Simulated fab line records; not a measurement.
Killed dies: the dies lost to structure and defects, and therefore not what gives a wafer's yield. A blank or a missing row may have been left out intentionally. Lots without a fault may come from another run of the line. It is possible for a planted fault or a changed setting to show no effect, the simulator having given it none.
Which tool was responsible? / flow rit-cmos / 7 lots, 21 wafers sampled, at 3 steps of a route of 202

## WHAT THE GAUGES READ, wafer by wafer
RIT_SILICIDE_RS_MEAS_02: uses a four-point probe to measure.
lot=L662; measured=day 3 13:26; on=film-metro-02; SILICIDE_TI_RS (ohm/sq)=46.5 47.4 47.0
lot=L665; measured=day 4 02:54; on=film-metro-02; SILICIDE_TI_RS (ohm/sq)=47.3 49.2 47.5
lot=L666; measured=day 4 13:13; on=film-metro-02; SILICIDE_TI_RS (ohm/sq)=47.4 47.5 48.5
lot=L669; measured=day 4 19:49; on=film-metro-03; SILICIDE_TI_RS (ohm/sq)=47.7 48.4 46.8
lot=L676; measured=day 6 05:47; on=film-metro-03; SILICIDE_TI_RS (ohm/sq)=54.1 55.4 54.9
lot=L681; measured=day 7 07:56; on=film-metro-02; SILICIDE_TI_RS (ohm/sq)=47.4 47.5 46.7
lot=L684; measured=day 7 23:01; on=film-metro-01; SILICIDE_TI_RS (ohm/sq)=49.2 47.2 48.6

## WHAT TOOL EACH LOT RAN ON (gives the tool, then ch and the chambers of the sampled wafers, and finally the start)
lot=L662; RIT_GATE_STRIP_20=plasma-asher-04 ch 0, day 2 21:26; RIT_SILICIDE_SPUTTER_01=pvd-sputter-01, day 3 13:17
lot=L665; RIT_GATE_STRIP_20=plasma-asher-03 ch 0,1, day 3 13:50; RIT_SILICIDE_SPUTTER_01=pvd-sputter-04, day 4 02:44
lot=L666; RIT_GATE_STRIP_20=plasma-asher-02 ch 0,1, day 3 22:03; RIT_SILICIDE_SPUTTER_01=pvd-sputter-02, day 4 13:03
lot=L669; RIT_GATE_STRIP_20=plasma-asher-02 ch 0,1, day 4 04:55; RIT_SILICIDE_SPUTTER_01=pvd-sputter-02, day 4 19:38
lot=L676; RIT_GATE_STRIP_20=plasma-asher-03 ch 0,1, day 5 16:59; RIT_SILICIDE_SPUTTER_01=pvd-sputter-04, day 6 05:36
lot=L681; RIT_GATE_STRIP_20=plasma-asher-02 ch 0, day 6 18:22; RIT_SILICIDE_SPUTTER_01=pvd-sputter-01, day 7 07:47
lot=L684; RIT_GATE_STRIP_20=plasma-asher-02 ch 0, day 7 09:21; RIT_SILICIDE_SPUTTER_01=pvd-sputter-02, day 7 22:52
- RIT_GATE_STRIP_20: strips in O2, time 180 s.
- RIT_SILICIDE_SPUTTER_01: material Ti, target thk 30 nm, time 240 s.

## THE ANSWER, worked out from the rows above alone
Rule: usual is defined by the lots themselves. The widest of any qualifying gaps counts: lots, ordered by their means at a reading, are off when they make up no more than a third of the lots, leave a main group of 4 or more, and stand apart from it by 3 or more times the standard deviation of that group's means. If all means in a main group match to the digits the tables above print for the reading, that group is not used. Also off: a lot with no number at a reading for which 4 or more lots have one. Where the step has rows for the other lots, those lots are counted as sound.
Off: L676, seen at RIT_SILICIDE_RS_MEAS_02 (SILICIDE_TI_RS). For the main group the mean is 47.7 ohm/sq and the standard deviation 0.46.
If a tool, at a process step before that reading, ran all the lots that are off and no sound lot after the first of them, it fits. The gauges at RIT_SILICIDE_RS_MEAS_02 are tried like those tools. Can't be told from this: 3 tools fit, plasma-asher-03 at RIT_GATE_STRIP_20, pvd-sputter-04 at RIT_SILICIDE_SPUTTER_01, film-metro-03 at RIT_SILICIDE_RS_MEAS_02.

## WHAT THE SIMULATOR HAD INSERTED
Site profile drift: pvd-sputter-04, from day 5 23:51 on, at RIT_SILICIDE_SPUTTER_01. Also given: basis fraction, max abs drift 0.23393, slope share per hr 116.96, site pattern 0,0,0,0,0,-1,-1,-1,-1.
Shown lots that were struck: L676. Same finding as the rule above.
